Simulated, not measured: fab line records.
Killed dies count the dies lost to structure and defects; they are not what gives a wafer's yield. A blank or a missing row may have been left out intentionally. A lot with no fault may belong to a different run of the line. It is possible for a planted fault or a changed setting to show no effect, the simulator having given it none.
Lot-split experiment || flow ritCmos || 23 wafers read from 5 lots, route of 202 steps

== SPLIT DETAILS ==
At RIT_ACTIVE_CVD_03 (deposits Si3N4 from SiH2Cl2/NH3, target thk 150 nm, time 1500 s), the setting sih2cl2FlowSccm was moved away from the recipe's 60 sccm on 10 of the 23 wafers read, by -8.9% to +9.2%. All remaining wafers had this setting at the recipe value.

The split's own step is where the reading is taken.

== THE READING ==
Si3N4_of_ACTIVE_CVD_03.thkNm (the simulator's own value, which no gauge read), in nm, at RIT_ACTIVE_CVD_03 (deposits Si3N4 from SiH2Cl2/NH3, target thk 150 nm, time 1500 s). There is no usual value for it anywhere in the file. Across the 13 wafers here that went through the recipe, the average is 150.1 nm and the standard deviation 1.4 nm.

{"wafer": "L077.1", "tool, chamber at the split": "-, -", "sih2cl2FlowSccm as run, sccm": 65.51, "against the recipe": "+9.2%", "Si3N4_of_ACTIVE_CVD_03.thkNm, nm": 153.9, "against lot-mates on the recipe": "no lot-mate on the recipe"}
{"wafer": "L077.2", "tool, chamber at the split": "-, -", "sih2cl2FlowSccm as run, sccm": 65.51, "against the recipe": "+9.2%", "Si3N4_of_ACTIVE_CVD_03.thkNm, nm": 152.8, "against lot-mates on the recipe": "no lot-mate on the recipe"}
{"wafer": "L077.3", "tool, chamber at the split": "-, -", "sih2cl2FlowSccm as run, sccm": 65.51, "against the recipe": "+9.2%", "Si3N4_of_ACTIVE_CVD_03.thkNm, nm": 152.9, "against lot-mates on the recipe": "no lot-mate on the recipe"}
{"wafer": "L077.4", "tool, chamber at the split": "-, -", "sih2cl2FlowSccm as run, sccm": 65.51, "against the recipe": "+9.2%", "Si3N4_of_ACTIVE_CVD_03.thkNm, nm": 153.3, "against lot-mates on the recipe": "no lot-mate on the recipe"}
{"wafer": "L077.5", "tool, chamber at the split": "-, -", "sih2cl2FlowSccm as run, sccm": 65.51, "against the recipe": "+9.2%", "Si3N4_of_ACTIVE_CVD_03.thkNm, nm": 153.7, "against lot-mates on the recipe": "no lot-mate on the recipe"}
{"wafer": "L079.1", "tool, chamber at the split": "-, -", "sih2cl2FlowSccm as run, sccm": 60, "against the recipe": "recipe", "Si3N4_of_ACTIVE_CVD_03.thkNm, nm": 151.2, "against lot-mates on the recipe": "-"}
{"wafer": "L079.2", "tool, chamber at the split": "-, -", "sih2cl2FlowSccm as run, sccm": 60, "against the recipe": "recipe", "Si3N4_of_ACTIVE_CVD_03.thkNm, nm": 151.8, "against lot-mates on the recipe": "-"}
{"wafer": "L079.4", "tool, chamber at the split": "-, -", "sih2cl2FlowSccm as run, sccm": 60, "against the recipe": "recipe", "Si3N4_of_ACTIVE_CVD_03.thkNm, nm": 151.8, "against lot-mates on the recipe": "-"}
{"wafer": "L079.3", "tool, chamber at the split": "-, -", "sih2cl2FlowSccm as run, sccm": 60, "against the recipe": "recipe", "Si3N4_of_ACTIVE_CVD_03.thkNm, nm": 151, "against lot-mates on the recipe": "-"}
{"wafer": "L079.5", "tool, chamber at the split": "-, -", "sih2cl2FlowSccm as run, sccm": 60, "against the recipe": "recipe", "Si3N4_of_ACTIVE_CVD_03.thkNm, nm": 151, "against lot-mates on the recipe": "-"}
{"wafer": "L081.1", "tool, chamber at the split": "lpcvd-01, 1", "sih2cl2FlowSccm as run, sccm": 60, "against the recipe": "recipe", "Si3N4_of_ACTIVE_CVD_03.thkNm, nm": 147.2, "against lot-mates on the recipe": "-"}
{"wafer": "L081.3", "tool, chamber at the split": "lpcvd-01, 1", "sih2cl2FlowSccm as run, sccm": 60, "against the recipe": "recipe", "Si3N4_of_ACTIVE_CVD_03.thkNm, nm": 148.8, "against lot-mates on the recipe": "-"}
{"wafer": "L081.4", "tool, chamber at the split": "lpcvd-01, 1", "sih2cl2FlowSccm as run, sccm": 60, "against the recipe": "recipe", "Si3N4_of_ACTIVE_CVD_03.thkNm, nm": 147.8, "against lot-mates on the recipe": "-"}
{"wafer": "L084.1", "tool, chamber at the split": "-, -", "sih2cl2FlowSccm as run, sccm": 60, "against the recipe": "recipe", "Si3N4_of_ACTIVE_CVD_03.thkNm, nm": 150.6, "against lot-mates on the recipe": "-"}
{"wafer": "L084.2", "tool, chamber at the split": "-, -", "sih2cl2FlowSccm as run, sccm": 60, "against the recipe": "recipe", "Si3N4_of_ACTIVE_CVD_03.thkNm, nm": 151, "against lot-mates on the recipe": "-"}
{"wafer": "L084.4", "tool, chamber at the split": "-, -", "sih2cl2FlowSccm as run, sccm": 60, "against the recipe": "recipe", "Si3N4_of_ACTIVE_CVD_03.thkNm, nm": 150.4, "against lot-mates on the recipe": "-"}
{"wafer": "L084.5", "tool, chamber at the split": "-, -", "sih2cl2FlowSccm as run, sccm": 60, "against the recipe": "recipe", "Si3N4_of_ACTIVE_CVD_03.thkNm, nm": 148.8, "against lot-mates on the recipe": "-"}
{"wafer": "L084.6", "tool, chamber at the split": "-, -", "sih2cl2FlowSccm as run, sccm": 60, "against the recipe": "recipe", "Si3N4_of_ACTIVE_CVD_03.thkNm, nm": 149.9, "against lot-mates on the recipe": "-"}
{"wafer": "L085.2", "tool, chamber at the split": "-, -", "sih2cl2FlowSccm as run, sccm": 54.69, "against the recipe": "-8.9%", "Si3N4_of_ACTIVE_CVD_03.thkNm, nm": 145.6, "against lot-mates on the recipe": "no lot-mate on the recipe"}
{"wafer": "L085.3", "tool, chamber at the split": "-, -", "sih2cl2FlowSccm as run, sccm": 54.69, "against the recipe": "-8.9%", "Si3N4_of_ACTIVE_CVD_03.thkNm, nm": 145.9, "against lot-mates on the recipe": "no lot-mate on the recipe"}
{"wafer": "L085.4", "tool, chamber at the split": "-, -", "sih2cl2FlowSccm as run, sccm": 54.69, "against the recipe": "-8.9%", "Si3N4_of_ACTIVE_CVD_03.thkNm, nm": 144.4, "against lot-mates on the recipe": "no lot-mate on the recipe"}
{"wafer": "L085.5", "tool, chamber at the split": "-, -", "sih2cl2FlowSccm as run, sccm": 54.69, "against the recipe": "-8.9%", "Si3N4_of_ACTIVE_CVD_03.thkNm, nm": 144.8, "against lot-mates on the recipe": "no lot-mate on the recipe"}
{"wafer": "L085.6", "tool, chamber at the split": "-, -", "sih2cl2FlowSccm as run, sccm": 54.69, "against the recipe": "-8.9%", "Si3N4_of_ACTIVE_CVD_03.thkNm, nm": 146.3, "against lot-mates on the recipe": "no lot-mate on the recipe"}

THE FIT
A straight line over all 23 wafers: Si3N4_of_ACTIVE_CVD_03.thkNm changes by +0.438 nm for each +1% of sih2cl2FlowSccm; r = +0.91; the points scatter about the line by 1.3 nm.
Too few moved wafers with a lot-mate on the recipe to fit a line net of each lot's own level.

== FILE'S OWN FIT ==
Si3N4_of_ACTIVE_CVD_03.thkNm changes by +0.438 nm for each +1% of sih2cl2FlowSccm, r = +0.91.
